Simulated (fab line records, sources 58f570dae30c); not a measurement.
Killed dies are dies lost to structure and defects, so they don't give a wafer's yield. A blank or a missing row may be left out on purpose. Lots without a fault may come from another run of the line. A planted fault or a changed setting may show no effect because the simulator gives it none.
A struck lot beside a sound one | flow berkeley_cmos170 | 26 steps out of a route of 331
Sound: wafers L703.2, L703.5, L703.6. Struck: wafers L706.1, L706.4, L706.6. The cause comes at the end.
At each step with rows: each side's tool, then ch and its chambers, then its first start. Under that, the readings that differ: sound wafers | struck wafers | difference of the means | sigmas: that difference in standard deviations of wafers without a fault.
alike: readings whose means differ by less than 2 such deviations, and words and numbers that are the same on both sides. not compared: withheld readings, readings that some wafer has no value for, bounds like >300 that may hide the same value, and numbers for which the record gives no deviation and whose values overlap.
The two part at a step that has a row with sigmas, a row that says differs or no value, or rows on one side only. Numbers that don't overlap but have no deviation are shown without sigmas and don't part them. A reading that every wafer of one side lacks parts them only if that side has two wafers or more.

first, 5 steps without rows for these wafers: UCB170_CONTACT_COAT_10 (resist thk 900 nm); UCB170_CONTACT_SOFTBAKE_11 (time 60 s); UCB170_CONTACT_EXPOSE_12 (exposes mask CONT, target cd 700 nm); UCB170_CONTACT_PEB_13; UCB170_CONTACT_DEVELOP_14 (develop time 45 s).
UCB170_CONTACT_CD_MEAS_15: target cd 700 nm.
  sound on cd_sem-01, day 8 01:16; struck on cd_sem-01, day 9 03:04
  alike: cd_nm
UCB170_CONTACT_OVL_MEAS_16:
  sound on overlay-02, day 8 01:22; struck on overlay-01, day 9 03:11
  alike: CONTACT_OVL
UCB170_CONTACT_ETCH_17: etches BARC in N2/H2.
  sound on rie_diel-01 ch 1,2, day 8 01:23; struck on rie_diel-01 ch 1,2,3, day 9 03:13
  alike: chamber_pressure_mTorr, drypump_motor_current_A, oes_product_au, throttle_valve_pct
UCB170_CONTACT_ETCH_18: etches PSG in CHF3/CF4/Ar, stops on TiSi2, target depth 840 nm, time 195 s.
  sound on rie_diel-01 ch 1,2; struck on rie_diel-01 ch 1,2,3
  alike: cf4_flow_sccm, chamber_pressure_mTorr, drypump_motor_current_A, oes_product_au, throttle_valve_pct
  not compared: rf_hours_counter_h
UCB170_CONTACT_STRIP_19: strips in O2.
  sound on plasma_asher-01 ch 0,1, day 8 01:34; struck on plasma_asher-01 ch 0, day 9 03:23
  alike: chamber_pressure_mTorr, drypump_motor_current_A, oes_product_au
  not compared: rf_hours_counter_h
UCB170_CONTACT_CD_MEAS_90: target cd 700 nm.
  sound on cd_sem-01, day 8 01:41; struck on cd_sem-01, day 9 03:29
  alike: cd_nm
then, 1 step without rows for these wafers: UCB170_CONTACT_CLEAN_20 (cleans in SPM, time 600 s).
UCB170_M1_SPUTTER_00: material Al, target thk 600 nm, time 80 s.
  sound on pvd_sputter-01, day 8 01:57; struck on pvd_sputter-01, day 9 03:47
  reading                               | sound             | struck            | difference | sigmas
  model.Al_of_M1_SPUTTER_00.thk_nm (nm) | 599.9 597.2 601.4 | 837.8 834.1 827.6 | +233.7     |
  alike: throttle_valve_pct
UCB170_M1_RS_MEAS_01: measures by four-point-probe.
  sound on film_metro-02, day 8 02:02; struck on film_metro-04, day 9 03:50
  reading           | sound                | struck               | difference | sigmas
  M1_AL_RS (ohm/sq) | 0.0484 0.0487 0.0484 | 0.0346 0.0348 0.0351 | -0.0137    | -24
UCB170_M1_THK_MEAS_02: measures by xrf.
  sound on film_metro-02, day 8 02:09; struck on film_metro-04, day 9 03:58
  reading        | sound       | struck      | difference | sigmas
  M1_AL_THK (nm) | 603 601 607 | 840 840 833 | +234       | +28
then, 6 steps without rows for these wafers: UCB170_M1_COAT_03; UCB170_M1_COAT_04 (resist thk 900 nm); UCB170_M1_SOFTBAKE_05 (time 60 s); UCB170_M1_EXPOSE_06 (exposes mask METAL1, target cd 700 nm); UCB170_M1_PEB_07; UCB170_M1_DEVELOP_08 (develop time 45 s).
UCB170_M1_CD_MEAS_09: target cd 700 nm.
  sound on cd_sem-01, day 8 03:53; struck on cd_sem-02, day 9 05:51
  alike: cd_nm
UCB170_M1_OVL_MEAS_10:
  sound on overlay-02, day 8 03:59; struck on overlay-01, day 9 05:58
  alike: M1_OVL
UCB170_M1_ETCH_11: etches BARC in N2/H2.
  sound on rie_diel-03 ch 0,1,2, day 8 04:01; struck on rie_diel-03 ch 2,3, day 9 06:01
  alike: chamber_pressure_mTorr, drypump_motor_current_A, oes_product_au, throttle_valve_pct
UCB170_M1_METAL_ETCH_12: etches Al in Cl2/BCl3, stops on PSG, target depth 780 nm, time 130 s.
  sound on rie_metal-02 ch 0,1, day 8 04:04; struck on rie_metal-04 ch 0,1, day 9 06:03
  reading               | sound             | struck            | difference | sigmas
  oes_product_au (a.u.) | 0.872 0.868 0.866 | 0.993 0.983 0.965 | +0.112     | +7
  alike: chamber_pressure_mTorr, drypump_motor_current_A, mfc_cl2_sccm, throttle_valve_pct
  not compared: rf_hours_counter_h
UCB170_M1_STRIP_13: strips in O2.
  sound on plasma_asher-02 ch 0,1, day 8 04:11; struck on plasma_asher-04 ch 0,1, day 9 06:11
  alike: chamber_pressure_mTorr, drypump_motor_current_A, oes_product_au
  not compared: rf_hours_counter_h

WHERE THEY PART
First at UCB170_M1_RS_MEAS_01; last, within this record, at UCB170_M1_METAL_ETCH_12. Later steps at which nothing parts them and some readings are alike: UCB170_M1_STRIP_13.

WHY: what the simulator had put in
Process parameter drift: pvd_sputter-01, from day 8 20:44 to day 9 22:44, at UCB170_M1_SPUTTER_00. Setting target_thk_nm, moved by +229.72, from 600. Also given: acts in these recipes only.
